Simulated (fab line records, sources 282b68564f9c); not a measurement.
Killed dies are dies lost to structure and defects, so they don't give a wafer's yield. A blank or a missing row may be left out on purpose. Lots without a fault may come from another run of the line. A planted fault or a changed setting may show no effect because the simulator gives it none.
Which tool did it? | flow rit_cmos | 15 lots, 45 wafers sampled, at 3 steps of a route of 202

WHAT THE GAUGES READ, wafer by wafer
RIT_NLDD_TW_MEAS_10. Usual: NLDD_TW 2484, standard deviation 12.
lot  | measured    | on            | NLDD_TW        | flag
L636 | day 2 17:29 | film_metro-02 | 2479 2479 2476 |
L637 | day 3 00:57 | film_metro-03 | 2479 2470 2457 |
L638 | day 3 05:17 | film_metro-02 | 2476 2483 2488 |
L639 | day 3 09:58 | film_metro-03 | 2454 2481 2474 |
L640 | day 3 15:25 | film_metro-03 | 2472 2474 2477 |
L641 | day 3 22:39 | film_metro-02 | 2483 2494 2488 |
L643 | day 4 10:12 | film_metro-02 | 2475 2473 2483 |
L646 | day 4 20:37 | film_metro-03 | 2960 2952 2939 | OFF
L647 | day 5 01:15 | film_metro-02 | 2933 2929 2941 | OFF
L653 | day 6 07:40 | film_metro-04 | 2931 2932 2922 | OFF
L654 | day 6 12:07 | film_metro-02 | 2497 2484 2485 |
L655 | day 6 17:28 | film_metro-02 | 2491 2487 2493 |
L656 | day 6 22:30 | film_metro-04 | 2475 2465 2479 |
L658 | day 7 09:58 | film_metro-02 | 2505 2496 2498 |
L659 | day 7 14:31 | film_metro-02 | 2509 2488 2502 |

RIT_SDANNEAL_RS_MEAS_07: measures by four-point-probe. Usual: NLDD_RS 152.6 ohm/sq, standard deviation 0.63.
lot  | measured    | on            | NLDD_RS (ohm/sq)  | flag
L636 | day 3 01:24 | film_metro-04 | 151.5 151.5 151.7 |
L637 | day 3 08:49 | film_metro-03 | 154.0 153.6 153.2 |
L638 | day 3 13:20 | film_metro-04 | 152.6 152.8 153.2 |
L639 | day 3 17:55 | film_metro-04 | 152.0 152.1 151.8 |
L640 | day 3 23:17 | film_metro-02 | 153.3 152.5 152.5 |
L641 | day 4 06:23 | film_metro-03 | 152.8 151.7 152.5 |
L643 | day 4 17:49 | film_metro-03 | 153.2 152.6 152.3 |
L646 | day 5 05:13 | film_metro-04 | 87.2 87.1 87.1    | OFF
L647 | day 5 11:25 | film_metro-04 | 87.7 87.4 87.2    | OFF
L653 | day 6 19:12 | film_metro-02 | 86.7 86.5 86.7    | OFF
L654 | day 6 20:12 | film_metro-04 | 152.6 152.5 153.0 |
L655 | day 7 01:27 | film_metro-02 | 153.6 153.1 153.0 |
L656 | day 7 09:44 | film_metro-02 | 152.4 153.1 152.7 |
L658 | day 7 17:49 | film_metro-02 | 152.0 152.7 152.4 |
L659 | day 7 23:27 | film_metro-04 | 152.8 152.7 152.6 |

WHICH TOOL RAN EACH LOT (tool, then ch and the chambers of the sampled wafers, then the start)
lot  | RIT_NLDD_IMPLANT_08
L636 | implanter-04 ch 0, day 2 17:10
L637 | implanter-04 ch 0, day 3 00:38
L638 | implanter-04 ch 0, day 3 04:58
L639 | implanter-03 ch 0, day 3 09:38
L640 | implanter-03 ch 0, day 3 15:07
L641 | implanter-02 ch 0, day 3 22:20
L643 | implanter-04 ch 0, day 4 09:53
L646 | implanter-03 ch 0, day 4 19:58
L647 | implanter-03 ch 0, day 5 00:37
L653 | implanter-04 ch 0, day 6 06:42
L654 | implanter-02 ch 0, day 6 11:47
L655 | implanter-04 ch 0, day 6 17:09
L656 | implanter-03 ch 0, day 6 22:11
L658 | implanter-04 ch 0, day 7 09:39
L659 | implanter-02 ch 0, day 7 14:12
- RIT_NLDD_IMPLANT_08

WHAT THE TOOLS THEMSELVES READ (means of the sampled wafers that have a number; where no wafer has one, the mark that the record gives instead)
RIT_NLDD_IMPLANT_08. Usual: end_station_pressure_torr 5.22e-06 Torr, standard deviation 2.9e-07.
lot  | tool         | end_station_pressure_torr (Torr) | flag
L636 | implanter-04 | 5.36e-06                         |
L637 | implanter-04 | 5.14e-06                         |
L638 | implanter-04 | 5.22e-06                         |
L639 | implanter-03 | 5.50e-06                         |
L640 | implanter-03 | 5.67e-06                         |
L641 | implanter-02 | 5.47e-06                         |
L643 | implanter-04 | 5.28e-06                         |
L646 | implanter-03 | 5.04e-06                         |
L647 | implanter-03 | 5.24e-06                         |
L653 | implanter-04 | 5.31e-06                         |
L654 | implanter-02 | 5.39e-06                         |
L655 | implanter-04 | 5.03e-06                         |
L656 | implanter-03 | 5.30e-06                         |
L658 | implanter-04 | 5.20e-06                         |
L659 | implanter-02 | 4.97e-06                         |

THE ANSWER, worked out from the rows above alone
Rule: a lot is off if the mean of its wafers that have a number lies more than 3 standard deviations from the usual mean. A lot without any number at a reading at which 4 lots or more have one is off too. The other lots that the step has rows for count as sound. The gauges are gone through in route order, then the tools' own readings, and for those a lot's mean is taken as printed above. The first step at which some lot is off is used, and at that step the reading that is off furthest; a lot without a number counts as furthest.
Off: L646, L647, L653, at RIT_NLDD_TW_MEAS_10 (NLDD_TW).
A tool fits if, at a process step before that reading, it ran every lot that is off, and no sound lot after the first of them. The gauges at RIT_NLDD_TW_MEAS_10 are tried like those tools. None of those tried fits.

WHAT THE SIMULATOR HAD PUT IN
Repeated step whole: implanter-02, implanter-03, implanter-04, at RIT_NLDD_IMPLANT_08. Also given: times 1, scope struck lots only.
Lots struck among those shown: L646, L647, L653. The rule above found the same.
